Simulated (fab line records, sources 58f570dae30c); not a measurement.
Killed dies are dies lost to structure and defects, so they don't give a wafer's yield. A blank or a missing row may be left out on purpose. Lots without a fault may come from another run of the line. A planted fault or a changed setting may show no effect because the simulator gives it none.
fab line records | flow berkeley_cmos170 | part 2 of 2: steps 27 to 36 of 36
record lots=5 wafers=15 last_day=12
route steps=331 shown ACTIVE@72 PFIELD@79 FIELD@89 SACOX@97 SCREENOX@100 NVT@104
lots that met no fault: from a run of the same line without faults
start_h: hours from the record's first day to the start of the lot's first wafer shown | wait_h: hours since the lot's step before | " the same as in the row above | L1.1+2: a row that stands for several wafers | - no value, or no start given | * or withheld: withheld | < > ~ a bound
route shown NAME@n: a module of which the file shows steps, and the number in the route of the first | usual: mean/standard deviation of fault-free wafers | same: alike in all rows | chamber/n: place in a boat | sites: the reading at each site | _std_site: their standard deviation | _edge_site: outer sites' mean less inner sites' | radius_mm: how far each site lies from the wafer's centre | mask NAME#n: copy n | behind: the tool/chamber that last shaped the wafer | hold: why the lot was held/for how many hours/how that ended | device: the transistor (n, p or np) that didn't switch | end of line: the same wafers' tests at the end of the route | a step without rows: its recipe alone | killed: dies lost to structure and defects at the first sort, not the wafer's yield | map: a wafer's dies, x killed, . not, _ none there
set.NAME: the setting as run; set.NAME@STEP: as run at that earlier step | model.NAME: the simulator's own value behind a step, which no gauge read
lots at some steps of the route; a table a step, a row a wafer
services: from which hour (start_h, from the record's first day; less than 0 if before it) a tool's chamber was out of use, for how many hours, and why
## steps
# step UCB170_SACOX_OXIDATION_01
# recipe temp_c=900 ambient=O2 target_thk_a=144 ox_time_s=2400
# usual ox_temp_c=900.0/0.4 spike_tc_centre_C=902.6/1.5
# columns lot.wafer tool chamber start_h wait_h ox_temp_c spike_tc_centre_C
L083.4 furnace-04 0 151.19 1.9 900.5 901.9
L083.5 " 0 " " 899.7 903.6
L083.6 " 0 " " 899.7 901.3
L084.1 furnace-02 0 167.09 6.5 900.3 904.0
L084.3 " 0 " " 899.6 903.0
L084.6 " 0 " " 899.9 902.8
L085.1 furnace-02 0 167.09 6.4 899.8 905.6
L085.2 " 0 " " 900.1 904.5
L085.4 " 0 " " 899.5 905.6
L087.1 furnace-02 0 179.62 1.7 900.0 903.7
L087.2 " 0 " " 900.2 904.1
L087.4 " 0 " " 899.9 904.0
L093.2 furnace-04 0 212.74 5.0 900.1 902.2
L093.5 " 0 " " 899.6 900.3
L093.6 " 0 " " 899.6 900.9
# step UCB170_SACOX_THK_MEAS_02
# recipe reads=SiO2_of_SACOX_OXIDATION_01
# usual SACOX_OXIDE_THK=14.44/0.24
# columns lot.wafer tool chamber start_h wait_h SACOX_OXIDE_THK[nm]
L083.4 film_metro-03 - 152.88 0.0 14.60
L083.5 " - " " 14.48
L083.6 " - " " 14.46
L084.1 film_metro-01 - 168.76 0.0 14.23
L084.3 " - " " 14.33
L084.6 " - " " 14.12
L085.1 film_metro-03 - 168.76 0.0 14.36
L085.2 " - " " 14.21
L085.4 " - " " 14.53
L087.1 film_metro-02 - 181.29 0.0 14.18
L087.2 " - " " 14.12
L087.4 " - " " 14.38
L093.2 film_metro-03 - 214.47 0.1 14.57
L093.5 " - " " 14.77
L093.6 " - " " 14.43
# step UCB170_SCREENOX_WET_ETCH_00
# recipe chemistry=dHF dilution=25:1 target=SiO2 temp_c=25 time_s=200
# columns lot.wafer tool chamber start_h wait_h
L083.4+5+6 wet_bench-03 1 152.98 0.1
L084.1+3+6 wet_bench-03 0 168.82 0.1
L085.1+2+4 wet_bench-03 2 168.82 0.1
L087.1+2+4 wet_bench-01 0 181.50 0.2
L093.2+5+6 wet_bench-03 1 214.53 0.0
# step UCB170_SCREENOX_OXIDATION_01
# recipe temp_c=900 ambient=O2 target_thk_a=144 ox_time_s=2400
# usual ox_temp_c=900.0/0.38 spike_tc_centre_C=901.3/1.1
# columns lot.wafer tool chamber start_h wait_h ox_temp_c spike_tc_centre_C
L083.4 furnace-01 0 155.77 2.7 900.4 899.9
L083.5 " 0 " " 899.8 901.3
L083.6 " 0 " " 899.8 900.7
L084.1 furnace-01 0 172.53 3.7 900.4 901.5
L084.3 " 0 " " 899.9 901.2
L084.6 " 0 " " 900.3 899.3
L085.1 furnace-01 0 172.53 3.7 899.4 901.0
L085.2 " 0 " " 900.0 899.6
L085.4 " 0 " " 899.2 902.1
L087.1 furnace-04 0 184.29 2.7 900.5 900.2
L087.2 " 0 " " 900.2 901.4
L087.4 " 0 " " 900.5 900.6
L093.2 furnace-04 0 218.34 3.7 899.5 900.8
L093.5 " 0 " " 899.9 901.6
L093.6 " 0 " " 900.0 901.5
# step UCB170_SCREENOX_THK_MEAS_02
# recipe reads=SiO2_of_SCREENOX_OXIDATION_01
# usual SCREENOX_OXIDE_THK=14.45/0.24
# columns lot.wafer tool chamber start_h wait_h SCREENOX_OXIDE_THK[nm]
L083.4 film_metro-04 - 157.46 0.0 14.66
L083.5 " - " " 14.60
L083.6 " - " " 14.67
L084.1 film_metro-02 - 174.20 0.0 14.31
L084.3 " - " " 14.39
L084.6 " - " " 14.44
L085.1 film_metro-01 - 174.20 0.0 14.34
L085.2 " - " " 14.18
L085.4 " - " " 14.40
L087.1 film_metro-02 - 186.01 0.1 14.48
L087.2 " - " " 14.36
L087.4 " - " " 14.60
L093.2 film_metro-02 - 220.07 0.1 14.51
L093.5 " - " " 14.48
L093.6 " - " " 14.40
# step UCB170_SCREENOX_ANNEAL_03
# recipe temp_c=900 time_s=900 ambient=N2
# usual spike_tc_centre_C=901.7/1.7
# columns lot.wafer tool chamber start_h wait_h spike_tc_centre_C
L083.4 furnace-01 0 161.28 3.8 902.5
L083.5 " 0 " " 901.8
L083.6 " 0 " " 899.8
L084.1 furnace-04 0 176.25 2.0 901.5
L084.3 " 0 " " 902.6
L084.6 " 0 " " 901.8
L085.1 furnace-04 0 176.25 2.0 901.1
L085.2 " 0 " " 902.4
L085.4 " 0 " " 899.2
L087.1 furnace-01 0 191.62 5.6 902.5
L087.2 " 0 " " 901.0
L087.4 " 0 " " 899.4
L093.2 furnace-02 0 223.34 3.3 903.4
L093.5 " 0 " " 903.9
L093.6 " 0 " " 902.5
# step UCB170_NVT_HMDS_00
# recipe prime_time_s=60 prime_temp_c=100
# usual exhaust_pa=45.0/0.82
# columns lot.wafer tool chamber start_h wait_h exhaust_pa
L083.4 litho_track-02 0 162.61 0.1 44.8
L083.5 " 0 " " 43.5
L083.6 " 0 " " 44.9
L084.1 litho_track-04 0 177.50 0.0 44.5
L084.3 " 0 " " 44.9
L084.6 " 0 " " 45.7
L085.1 litho_track-01 0 177.50 0.0 45.5
L085.2 " 0 " " 45.6
L085.4 " 0 " " 46.1
L087.1 litho_track-01 0 193.75 0.9 45.8
L087.2 " 0 " " 45.5
L087.4 " 0 " " 44.6
L093.2 litho_track-02 0 225.07 0.5 45.3
L093.5 " 0 " " 46.3
L093.6 " 0 " " 45.7
# step UCB170_NVT_COAT_01
# recipe resist=KrF spin_rpm=1500 resist_thk_nm=900
# usual exhaust_pa=45.2/0.97
# columns lot.wafer tool chamber start_h wait_h exhaust_pa
L083.4 litho_track-02 0 162.76 0.1 45.3
L083.5 " 0 " " 44.1
L083.6 " 0 " " 44.1
L084.1 litho_track-04 0 177.65 0.1 46.6
L084.3 " 0 " " 45.7
L084.6 " 0 " " 44.9
L085.1 litho_track-01 0 177.65 0.1 46.6
L085.2 " 0 " " 46.0
L085.4 " 0 " " 45.5
L087.1 litho_track-01 0 193.90 0.1 46.5
L087.2 " 0 " " 45.7
L087.4 " 0 " " 46.6
L093.2 litho_track-02 0 225.22 0.1 45.8
L093.5 " 0 " " 45.7
L093.6 " 0 " " 46.2
# step UCB170_NVT_SOFTBAKE_02
# recipe resist=KrF temp_c=130 time_s=60
# usual exhaust_pa=44.9/0.95 heater_power_total_W=56.80/0.042
# columns lot.wafer tool chamber start_h wait_h exhaust_pa heater_power_total_W
L083.4 litho_track-02 0 162.91 0.1 44.5 56.79
L083.5 " 0 " " 44.8 56.87
L083.6 " 0 " " 44.9 56.75
L084.1 litho_track-04 0 177.80 0.1 45.1 56.76
L084.3 " 0 " " 45.4 56.90
L084.6 " 0 " " 45.9 56.80
L085.1 litho_track-01 0 177.80 0.1 44.6 56.78
L085.2 " 0 " " 43.9 56.85
L085.4 " 0 " " 44.9 56.84
L087.1 litho_track-01 0 194.05 0.1 45.5 56.81
L087.2 " 0 " " 46.0 56.81
L087.4 " 0 " " 44.8 56.70
L093.2 litho_track-02 0 225.37 0.1 43.6 56.92
L093.5 " 0 " " 45.0 56.77
L093.6 " 0 " " 45.7 56.74
# step UCB170_NVT_EXPOSE_03
# recipe mask_id=PWELL target_cd_nm=3000 na=0.5 sigma_outer=0.6 source_shape=conventional dose_mj=30
# same sigma_outer=0.6
# columns lot.wafer tool chamber start_h wait_h mask
L083.4+5+6 krf_scanner-01 0 163.28 0.3 PWELL#0
L084.1+3+6 krf_scanner-01 0 177.95 0.1 PWELL#0
L085.1+2+4 krf_scanner-02 0 178.19 0.4 PWELL#0
L087.1+2+4 krf_scanner-01 0 194.52 0.4 PWELL#0
L093.2+5+6 krf_scanner-02 0 225.66 0.3 PWELL#0
## services
# columns tool chamber start_h hours kind
krf_scanner-02 - 113.38 1.2 repair
krf_scanner-02 - 119.12 1.0 pm
implanter-04 - 119.46 2.6 repair
rie_diel-01 3 133.45 14.7 repair
implanter-04 - 139.70 2.7 repair
rie_diel-01 0 142.50 6.1 repair
implanter-03 - 144.89 1.1 repair
implanter-04 - 147.29 0.6 repair
rie_diel-04 1 147.74 - clean
rie_diel-04 1 147.74 16.7 scheduled_down
furnace-04 - 155.44 4.3 pm
furnace-02 - 158.51 4.6 pm
wet_bench-03 - 160.79 3.5 repair
implanter-03 - 164.84 2.7 repair
implanter-03 - 166.19 1.7 repair
krf_scanner-02 - 170.78 4.4 pm
rie_diel-04 0 179.73 16.7 repair
krf_scanner-02 - 185.56 0.8 pm
furnace-01 - 188.70 2.9 pm
implanter-03 - 194.91 5.0 pm
rie_diel-04 3 195.17 5.8 repair
rie_diel-04 2 200.18 10.8 repair
implanter-03 - 208.73 4.1 repair
krf_scanner-02 - 222.18 1.3 pm
